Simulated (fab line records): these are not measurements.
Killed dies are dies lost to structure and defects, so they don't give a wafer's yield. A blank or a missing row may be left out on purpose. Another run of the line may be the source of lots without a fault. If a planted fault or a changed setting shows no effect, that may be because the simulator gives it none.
fab line records ; flow rit-cmos
record: lots: 13; wafers: 39; last-day: 8
route steps=202 shown ACTIVE@3 NRETRO@56 PRETRO@73 M1@202
lots that met no fault: taken from a fault-free run of the same line
start-h: hours from the record's first day to the start of the lot's first wafer shown ; wait-h: hours since the lot's step before ; " as in the row above ; L1.1+2: several wafers, shown together as one row ; - value missing, or start not given ; * or withheld: withheld ; < > ~ a bound
route shown NAME@n: NAME is a module with steps in the file, n the number in the route of the first one ; usual: the fault-free wafers' mean and standard deviation ; same: alike in all rows ; chamber/n: place in a boat ; sites: the reading at each site ; _std_site: the values' standard deviation ; _edge_site: mean of outer sites minus mean of inner sites ; radius-mm: for every site, how far away it sits from the centre of the wafer ; mask NAME#n: copy n ; behind: tool/chamber where the wafer was last shaped ; hold: why the lot was held/for how many hours/how that ended ; device: whichever transistor did not switch (one of n, p or np) ; end of line: the route-end tests of the same wafers ; a step given without rows: its recipe and nothing more ; killed: not the wafer's yield, but the dies lost to structure and defects at the first sort ; map: dies across one wafer; x = killed, . = not, _ = none there
set.NAME: the setting the step ran with; set.NAME@STEP: the setting that earlier step ran with ; model.NAME: the simulator's own value behind a step, which no gauge read
route steps across a sampled set of lots; one table per step, one row per wafer
services: from which hour (start-h, from the record's first day; less than 0 if before it) a tool's chamber was out of use, for how many hours, and why
== steps ==
step: RIT_ACTIVE_THK_MEAS_02
recipe: reads: SiO2_of_ACTIVE_OXIDATION_01
usual: ACTIVE_OXIDE_THK: 46.6/1
lot.wafer;tool;chamber;start-h;wait-h;ACTIVE_OXIDE_THK[nm]
L702.2;film-metro-01;-;12.09;0.0;48.0
L702.4;film-metro-01;-;12.09;0.0;47.5
L702.6;film-metro-01;-;12.09;0.0;47.1
L705.2;film-metro-01;-;27.06;0.0;46.0
L705.3;film-metro-01;-;27.06;0.0;45.0
L705.6;film-metro-01;-;27.06;0.0;45.7
L711.2;film-metro-03;-;57.64;0.0;45.5
L711.3;film-metro-03;-;57.64;0.0;45.4
L711.4;film-metro-03;-;57.64;0.0;45.7
L712.4;film-metro-03;-;63.19;0.0;44.7
L712.5;film-metro-03;-;63.19;0.0;45.1
L712.6;film-metro-03;-;63.19;0.0;45.1
L713.1;film-metro-01;-;67.39;0.0;47.2
L713.2;film-metro-01;-;67.39;0.0;47.4
L713.5;film-metro-01;-;67.39;0.0;47.7
L715.1;film-metro-04;-;79.42;0.0;46.3
L715.3;film-metro-04;-;79.42;0.0;46.7
L715.5;film-metro-04;-;79.42;0.0;45.6
L716.2;film-metro-04;-;82.44;0.0;47.0
L716.3;film-metro-04;-;82.44;0.0;47.0
L716.4;film-metro-04;-;82.44;0.0;47.5
L717.2;film-metro-01;-;87.06;0.0;47.8
L717.4;film-metro-01;-;87.06;0.0;48.3
L717.6;film-metro-01;-;87.06;0.0;48.1
L718.1;film-metro-01;-;92.84;0.0;47.4
L718.4;film-metro-01;-;92.84;0.0;47.6
L718.5;film-metro-01;-;92.84;0.0;46.7
L719.1;film-metro-03;-;97.58;0.0;46.6
L719.2;film-metro-03;-;97.58;0.0;47.0
L719.5;film-metro-03;-;97.58;0.0;47.6
L720.1;film-metro-03;-;102.05;0.0;46.9
L720.2;film-metro-03;-;102.05;0.0;47.1
L720.5;film-metro-03;-;102.05;0.0;47.3
L724.1;film-metro-04;-;122.05;0.0;47.4
L724.2;film-metro-04;-;122.05;0.0;46.9
L724.3;film-metro-04;-;122.05;0.0;46.7
L725.3;film-metro-01;-;129.18;0.0;46.5
L725.5;film-metro-01;-;129.18;0.0;46.4
L725.6;film-metro-01;-;129.18;0.0;46.6
step: RIT_ACTIVE_CD_MEAS_90
recipe: target-cd-nm: 1400
usual: cd-nm: 1399.4/2.5
lot.wafer;tool;chamber;start-h;wait-h;cd-nm
L702.2;cd-sem-01;-;15.06;0.1;1399.7
L702.4;cd-sem-01;-;15.06;0.1;1401.2
L702.6;cd-sem-01;-;15.06;0.1;1399.3
L705.2;cd-sem-02;-;30.04;0.1;1395.7
L705.3;cd-sem-02;-;30.04;0.1;1395.7
L705.6;cd-sem-02;-;30.04;0.1;1396.1
L711.2;cd-sem-02;-;61.63;0.1;1400.4
L711.3;cd-sem-02;-;61.63;0.1;1400.3
L711.4;cd-sem-02;-;61.63;0.1;1399.6
L712.4;cd-sem-01;-;66.18;0.1;1398.5
L712.5;cd-sem-01;-;66.18;0.1;1398.9
L712.6;cd-sem-01;-;66.18;0.1;1395.4
L713.1;cd-sem-01;-;70.48;0.1;1399.4
L713.2;cd-sem-01;-;70.48;0.1;1400.2
L713.5;cd-sem-01;-;70.48;0.1;1399.5
L715.1;cd-sem-01;-;83.47;0.1;1401.3
L715.3;cd-sem-01;-;83.47;0.1;1400.6
L715.5;cd-sem-01;-;83.47;0.1;1402.3
L716.2;cd-sem-01;-;85.61;0.1;1399.7
L716.3;cd-sem-01;-;85.61;0.1;1402.5
L716.4;cd-sem-01;-;85.61;0.1;1401.4
L717.2;cd-sem-02;-;91.72;0.1;1401.9
L717.4;cd-sem-02;-;91.72;0.1;1400.8
L717.6;cd-sem-02;-;91.72;0.1;1398.3
L718.1;cd-sem-01;-;98.26;0.1;1399.6
L718.4;cd-sem-01;-;98.26;0.1;1399.7
L718.5;cd-sem-01;-;98.26;0.1;1398.7
L719.1;cd-sem-01;-;101.72;0.1;1397.5
L719.2;cd-sem-01;-;101.72;0.1;1400.2
L719.5;cd-sem-01;-;101.72;0.1;1398.8
L720.1;cd-sem-01;-;105.14;0.1;1401.0
L720.2;cd-sem-01;-;105.14;0.1;1403.9
L720.5;cd-sem-01;-;105.14;0.1;1403.5
L724.1;cd-sem-02;-;125.02;0.1;1401.4
L724.2;cd-sem-02;-;125.02;0.1;1400.9
L724.3;cd-sem-02;-;125.02;0.1;1398.0
L725.3;cd-sem-01;-;132.29;0.1;1395.3
L725.5;cd-sem-01;-;132.29;0.1;1394.6
L725.6;cd-sem-01;-;132.29;0.1;1395.7
step: RIT_NRETRO_EXPOSE_03
recipe: mask-id: M4; na: 0.57; target-cd-nm: 43900; dose-mj: 250
lot.wafer;tool;chamber;start-h;wait-h;mask
L702.2+4+6;iline-stepper-02;0;32.85;0.1;M4#0
L705.2+3+6;iline-stepper-02;0;51.89;0.2;M5#0
L711.2+3+4;iline-stepper-01;0;79.43;0.2;M4#0
L712.4+5+6;iline-stepper-02;0;81.28;0.2;M4#0
L713.1+2+5;iline-stepper-01;0;85.81;0.2;M4#0
L715.1+3+5;iline-stepper-01;0;98.16;0.1;M4#0
L716.2+3+4;iline-stepper-02;0;99.94;0.2;M4#0
L717.2+4+6;iline-stepper-01;0;105.73;0.2;M4#0
L718.1+4+5;iline-stepper-02;0;112.74;0.2;M4#0
L719.1+2+5;iline-stepper-02;0;115.27;0.1;M4#0
L720.1+2+5;iline-stepper-01;0;120.14;0.2;M4#0
L724.1+2+3;iline-stepper-02;0;145.44;0.2;M4#0
L725.3+5+6;iline-stepper-02;0;151.76;0.1;M4#0
step: RIT_NRETRO_OVL_MEAS_06
usual: NRETRO_OVL: -0.8/1.4
lot.wafer;tool;chamber;start-h;wait-h;NRETRO_OVL[nm]
L702.2;overlay-02;-;33.26;-;0.4
L702.4;overlay-02;-;33.26;-;-0.6
L702.6;overlay-02;-;33.26;-;1.6
L705.2;overlay-01;-;52.37;-;-
L705.3;overlay-01;-;52.37;-;-
L705.6;overlay-01;-;52.37;-;-
L711.2;overlay-01;-;79.84;-;-0.5
L711.3;overlay-01;-;79.84;-;-0.5
L711.4;overlay-01;-;79.84;-;0.2
L712.4;overlay-02;-;81.67;-;1.3
L712.5;overlay-02;-;81.67;-;0.1
L712.6;overlay-02;-;81.67;-;0.1
L713.1;overlay-01;-;86.24;-;0.1
L713.2;overlay-01;-;86.24;-;1.4
L713.5;overlay-01;-;86.24;-;-2.6
L715.1;overlay-02;-;98.59;-;-2.1
L715.3;overlay-02;-;98.59;-;-1.4
L715.5;overlay-02;-;98.59;-;-0.3
L716.2;overlay-02;-;100.36;-;1.0
L716.3;overlay-02;-;100.36;-;-1.9
L716.4;overlay-02;-;100.36;-;-1.0
L717.2;overlay-01;-;106.15;-;-1.9
L717.4;overlay-01;-;106.15;-;-2.4
L717.6;overlay-01;-;106.15;-;-1.3
L718.1;overlay-02;-;113.17;-;-1.1
L718.4;overlay-02;-;113.17;-;-0.9
L718.5;overlay-02;-;113.17;-;0.5
L719.1;overlay-02;-;115.70;-;1.1
L719.2;overlay-02;-;115.70;-;-0.9
L719.5;overlay-02;-;115.70;-;-1.3
L720.1;overlay-01;-;120.57;-;-2.5
L720.2;overlay-01;-;120.57;-;-1.3
L720.5;overlay-01;-;120.57;-;-1.2
L724.1;overlay-01;-;145.87;-;-3.7
L724.2;overlay-01;-;145.87;-;-3.0
L724.3;overlay-01;-;145.87;-;-1.7
L725.3;overlay-01;-;152.16;-;0.3
L725.5;overlay-01;-;152.16;-;-0.5
L725.6;overlay-01;-;152.16;-;-0.5
step: RIT_NRETRO_TW_MEAS_10
usual: NRETRO_TW: 1043/4.7
lot.wafer;tool;chamber;start-h;wait-h;NRETRO_TW
L702.2;film-metro-03;-;33.88;0.1;1039
L702.4;film-metro-03;-;33.88;0.1;1036
L702.6;film-metro-03;-;33.88;0.1;1042
L705.2;film-metro-03;-;52.98;0.1;30
L705.3;film-metro-03;-;52.98;0.1;30
L705.6;film-metro-03;-;52.98;0.1;30
L711.2;film-metro-03;-;80.46;0.1;1037
L711.3;film-metro-03;-;80.46;0.1;1037
L711.4;film-metro-03;-;80.46;0.1;1028
L712.4;film-metro-03;-;82.31;0.1;1039
L712.5;film-metro-03;-;82.31;0.1;1036
L712.6;film-metro-03;-;82.31;0.1;1042
L713.1;film-metro-04;-;86.88;0.1;1038
L713.2;film-metro-04;-;86.88;0.1;1047
L713.5;film-metro-04;-;86.88;0.1;1039
L715.1;film-metro-01;-;99.20;0.1;1051
L715.3;film-metro-01;-;99.20;0.1;1049
L715.5;film-metro-01;-;99.20;0.1;1049
L716.2;film-metro-03;-;100.97;0.1;1034
L716.3;film-metro-03;-;100.97;0.1;1043
L716.4;film-metro-03;-;100.97;0.1;1039
L717.2;film-metro-04;-;106.76;0.1;1040
L717.4;film-metro-04;-;106.76;0.1;1038
L717.6;film-metro-04;-;106.76;0.1;1050
L718.1;film-metro-01;-;113.78;0.1;1041
L718.4;film-metro-01;-;113.78;0.1;1042
L718.5;film-metro-01;-;113.78;0.1;1045
L719.1;film-metro-04;-;116.31;0.1;1041
L719.2;film-metro-04;-;116.31;0.1;1044
L719.5;film-metro-04;-;116.31;0.1;1044
L720.1;film-metro-04;-;121.18;0.1;1031
L720.2;film-metro-04;-;121.18;0.1;1037
L720.5;film-metro-04;-;121.18;0.1;1033
L724.1;film-metro-03;-;146.48;0.1;1044
L724.2;film-metro-03;-;146.48;0.1;1043
L724.3;film-metro-03;-;146.48;0.1;1038
L725.3;film-metro-04;-;152.78;0.1;1045
L725.5;film-metro-04;-;152.78;0.1;1043
L725.6;film-metro-04;-;152.78;0.1;1042
step: RIT_PRETRO_STRIP_09
recipe: chemistry: O2; time-s: 180; resist: NOVOLAK; platen-temp-c: withheld; power-w: 500; pressure-mtorr: 4000; o2-flow-sccm: 4000
usual: drypump-motor-current-A: 5.8/0.35
lot.wafer;tool;chamber;start-h;wait-h;drypump-motor-current-A;rf-hours-counter-h
L702.2;plasma-asher-04;1;35.24;0.1;5.2;39
L702.4;plasma-asher-04;1;35.24;0.1;5.2;-
L702.6;plasma-asher-04;1;35.24;0.1;5.2;-
L705.2;plasma-asher-04;0;54.54;0.1;5.7;41
L705.3;plasma-asher-04;1;54.54;0.1;5.2;-
L705.6;plasma-asher-04;0;54.54;0.1;5.7;-
L711.2;plasma-asher-02;0;82.06;0.1;6.2;28
L711.3;plasma-asher-02;0;82.06;0.1;6.2;-
L711.4;plasma-asher-02;1;82.06;0.1;6.0;-
L712.4;plasma-asher-01;0;84.07;0.1;5.6;-
L712.5;plasma-asher-01;0;84.07;0.1;5.6;-
L712.6;plasma-asher-01;1;84.07;0.1;5.7;-
L713.1;plasma-asher-02;0;88.38;0.1;6.3;29
L713.2;plasma-asher-02;1;88.38;0.1;6.0;29
L713.5;plasma-asher-02;0;88.38;0.1;6.2;-
L715.1;plasma-asher-02;1;100.70;0.1;6.0;30
L715.3;plasma-asher-02;1;100.70;0.1;6.0;-
L715.5;plasma-asher-02;1;100.70;0.1;6.0;-
L716.2;plasma-asher-01;1;102.50;0.1;5.7;45
L716.3;plasma-asher-01;0;102.50;0.1;5.6;-
L716.4;plasma-asher-01;1;102.50;0.1;5.7;-
L717.2;plasma-asher-02;0;108.44;0.1;6.3;31
L717.4;plasma-asher-02;1;108.44;0.1;6.0;-
L717.6;plasma-asher-02;0;108.44;0.1;6.3;-
L718.1;plasma-asher-02;1;115.16;0.1;6.0;32
L718.4;plasma-asher-02;1;115.16;0.1;6.0;-
L718.5;plasma-asher-02;0;115.16;0.1;6.3;-
L719.1;plasma-asher-01;1;117.81;0.1;5.7;0
L719.2;plasma-asher-01;0;117.81;0.1;5.7;0
L719.5;plasma-asher-01;0;117.81;0.1;5.7;-
L720.1;plasma-asher-04;0;122.55;0.1;5.7;49
L720.2;plasma-asher-04;1;122.55;0.1;5.2;49
L720.5;plasma-asher-04;1;122.55;0.1;5.2;-
L724.1;plasma-asher-01;1;147.86;0.1;5.7;3
L724.2;plasma-asher-01;0;147.86;0.1;5.6;3
L724.3;plasma-asher-01;1;147.86;0.1;5.7;-
L725.3;plasma-asher-01;1;154.20;0.1;5.7;-
L725.5;plasma-asher-01;1;154.20;0.1;5.7;-
L725.6;plasma-asher-01;0;154.20;0.1;5.6;-
step: RIT_PRETRO_TW_MEAS_10
usual: PRETRO_TW: 473.3/2.2
lot.wafer;tool;chamber;start-h;wait-h;PRETRO_TW
L702.2;film-metro-01;-;35.43;0.1;473.3
L702.4;film-metro-01;-;35.43;0.1;474.7
L702.6;film-metro-01;-;35.43;0.1;470.4
L705.2;film-metro-01;-;54.72;0.1;1078.9
L705.3;film-metro-01;-;54.72;0.1;1078.8
L705.6;film-metro-01;-;54.72;0.1;1076.5
L711.2;film-metro-02;-;82.25;0.1;474.6
L711.3;film-metro-02;-;82.25;0.1;473.5
L711.4;film-metro-02;-;82.25;0.1;474.4
L712.4;film-metro-04;-;84.21;0.1;469.7
L712.5;film-metro-04;-;84.21;0.1;471.6
L712.6;film-metro-04;-;84.21;0.1;469.3
L713.1;film-metro-04;-;88.55;0.1;473.5
L713.2;film-metro-04;-;88.55;0.1;470.2
L713.5;film-metro-04;-;88.55;0.1;470.5
L715.1;film-metro-02;-;100.87;0.1;473.9
L715.3;film-metro-02;-;100.87;0.1;475.7
L715.5;film-metro-02;-;100.87;0.1;475.1
L716.2;film-metro-01;-;102.69;0.1;474.5
L716.3;film-metro-01;-;102.69;0.1;471.7
L716.4;film-metro-01;-;102.69;0.1;470.8
L717.2;film-metro-02;-;108.62;0.1;474.8
L717.4;film-metro-02;-;108.62;0.1;478.1
L717.6;film-metro-02;-;108.62;0.1;475.0
L718.1;film-metro-01;-;115.33;0.1;471.2
L718.4;film-metro-01;-;115.33;0.1;471.1
L718.5;film-metro-01;-;115.33;0.1;471.9
L719.1;film-metro-01;-;117.98;0.1;471.8
L719.2;film-metro-01;-;117.98;0.1;475.3
L719.5;film-metro-01;-;117.98;0.1;473.8
L720.1;film-metro-04;-;122.73;0.1;471.4
L720.2;film-metro-04;-;122.73;0.1;471.4
L720.5;film-metro-04;-;122.73;0.1;468.0
L724.1;film-metro-02;-;148.03;0.1;474.3
L724.2;film-metro-02;-;148.03;0.1;477.9
L724.3;film-metro-02;-;148.03;0.1;472.0
L725.3;film-metro-04;-;154.33;0.1;469.3
L725.5;film-metro-04;-;154.33;0.1;468.6
L725.6;film-metro-04;-;154.33;0.1;471.1
step: RIT_M1_PROBE_99
usual: killed_at_M0_to_M3: 0.0/0.2; killed-at-contacts: 0.1/0.31; killed-at-front-end: 7/3; killed-dies: 7/3; killed-on-rim: 2.0/1.3; killed-open: 3.8/2.1; killed-short: 3.6/1.9
same: gross-dies: 264; killed_at_M4_up: 0; killed-at-back-side: 0; killed-at-other: 0
lot.wafer;tool;chamber;start-h;wait-h;killed_at_M0_to_M3;killed-at-contacts;killed-at-front-end;killed-dies;killed-on-rim;killed-open;killed-short
L705.2;prober-02;-;84.18;0.1;0;0;264;264;70;5;6
L705.3;prober-02;-;84.23;0.2;0;1;263;264;70;6;3
L705.6;prober-02;-;84.38;0.2;0;0;264;264;70;8;2
L712.4;prober-01;-;111.95;0.2;0;0;6;6;0;4;2
L712.5;prober-01;-;112.00;0.2;0;0;4;4;1;2;2
L712.6;prober-01;-;112.05;0.2;0;0;5;5;0;3;2
L715.1;prober-02;-;127.16;0.1;0;0;4;4;1;1;2
L715.3;prober-02;-;127.26;0.2;0;0;5;5;5;1;4
L715.5;prober-02;-;127.36;0.2;0;0;8;8;1;4;4
L719.1;prober-02;-;144.76;0.1;0;0;10;10;4;8;2
L719.2;prober-02;-;144.81;0.1;0;0;7;7;1;5;2
L719.5;prober-02;-;144.96;0.2;0;1;9;10;2;6;4
killed by level:class
L705.2 NRETRO:area-expose=253 FOX2:geometric-particle:short=2 GATE:geometric-particle:open=2 REOX:geometric-particle:short=2 FOX1:geometric-particle:short=1 FOX2:geometric-particle:open=1 REOX:geometric-particle:open=1 SPACER:geometric-particle:open=1
L705.3 NRETRO:area-expose=255 GATE:geometric-particle:open=4 SILICIDE:geometric-particle:open=1 FOX2:geometric-particle:short=1 REOX:geometric-particle:short=1 SPACER:geometric-particle:open=1 CONTACT:geometric-particle:short=1
L705.6 NRETRO:area-expose=254 GATE:geometric-particle:open=3 SPACER:geometric-particle:open=3 REOX:geometric-particle:open=2 FOX1:geometric-particle:short=1 GATE:geometric-particle:short=1
L712.4 SILICIDE:geometric-particle:open=3 GATE:geometric-particle:open=1 REOX:geometric-particle:short=1 SILICIDE:geometric-particle:short=1
L712.5 GATE:geometric-particle:short=2 FOX1:geometric-particle:open=1 FOX2:geometric-particle:open=1
L712.6 FOX1:geometric-particle:open=1 FOX1:geometric-particle:short=1 GATE:geometric-particle:short=1 GATE:geometric-particle:open=1 REOX:geometric-particle:open=1
L715.1 FOX1:geometric-particle:short=1 GATE:geometric-particle:short=1 SILICIDE:geometric-particle:open=1 PWELL:coat-microbubble-printed=1
L715.3 GATE:geometric-particle:short=2 FOX1:geometric-particle:short=1 REOX:geometric-particle:open=1 SILICIDE:geometric-particle:short=1
L715.5 REOX:geometric-particle:open=2 SILICIDE:geometric-particle:short=2 SILICIDE:geometric-particle:open=2 GATE:geometric-particle:short=1 SPACER:geometric-particle:short=1
L719.1 SPACER:geometric-particle:open=4 GATE:geometric-particle:open=2 REOX:geometric-particle:short=2 FOX1:geometric-particle:open=1 REOX:geometric-particle:open=1
L719.2 GATE:geometric-particle:short=2 REOX:geometric-particle:open=2 FOX1:geometric-particle:open=1 GATE:geometric-particle:open=1 SPACER:geometric-particle:open=1
L719.5 REOX:geometric-particle:open=3 REOX:geometric-particle:short=2 GATE:geometric-particle:open=1 GATE:geometric-particle:short=1 SPACER:geometric-particle:open=1 SILICIDE:geometric-particle:open=1 CONTACT:geometric-particle:short=1
== services ==
tool;chamber;start-h;hours;kind
plasma-asher-04;-;19.39;0.9;repair
iline-stepper-01;-;28.25;6.2;repair
iline-stepper-01;-;60.26;1.7;pm
plasma-asher-04;-;63.69;2.8;pm
iline-stepper-02;0;74.10;-;calibration
plasma-asher-01;-;89.30;3.2;repair
plasma-asher-01;-;108.80;9.0;pm
plasma-asher-01;0;108.80;9.0;vent-cycle
plasma-asher-01;1;108.80;9.0;vent-cycle
plasma-asher-01;0;117.80;-;clean
plasma-asher-01;1;117.80;-;clean
iline-stepper-02;-;135.32;5.4;repair
== key ==
first-sign: step: RIT_NRETRO_EXPOSE_03; reading: mask; direction: changed
effect: step: RIT_NRETRO_OVL_MEAS_06; reading: NRETRO_OVL; direction: missing
effect: step: RIT_NRETRO_TW_MEAS_10; reading: NRETRO_TW; direction: down; sigmas: 99+; usual: 1043; struck: 30
effect: step: RIT_PRETRO_TW_MEAS_10; reading: PRETRO_TW; direction: up; sigmas: 99+; usual: 473.3; struck: 1078.1
effect: step: RIT_M1_PROBE_99; reading: killed-at-front-end; direction: up; sigmas: 85; usual: 7; struck: 264
more-kills-born-at: RIT_NRETRO_EXPOSE_03@iline-stepper-02: 762
met-at RIT_NRETRO_EXPOSE_03
struck-lots L705
tester-left-out L705
not-acting-at RIT_ACTIVE_THK_MEAS_02,RIT_ACTIVE_CD_MEAS_90,RIT_PRETRO_STRIP_09
onset-between 32.85 51.89
fault: kind: wrong-mask; tool: any; chamber: -; onset-h: 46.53; steps: RIT_NRETRO_EXPOSE_03; aux-copy: M5#0; scope: struck-lots-only
tester-left-out: of these lots the tester's yield and bins aren't shown, on N5 and GAA mostly nor the transistor test; their killed dies are dies lost to structure and defects alone, not to doping, threshold or leakage, so they don't give the yield
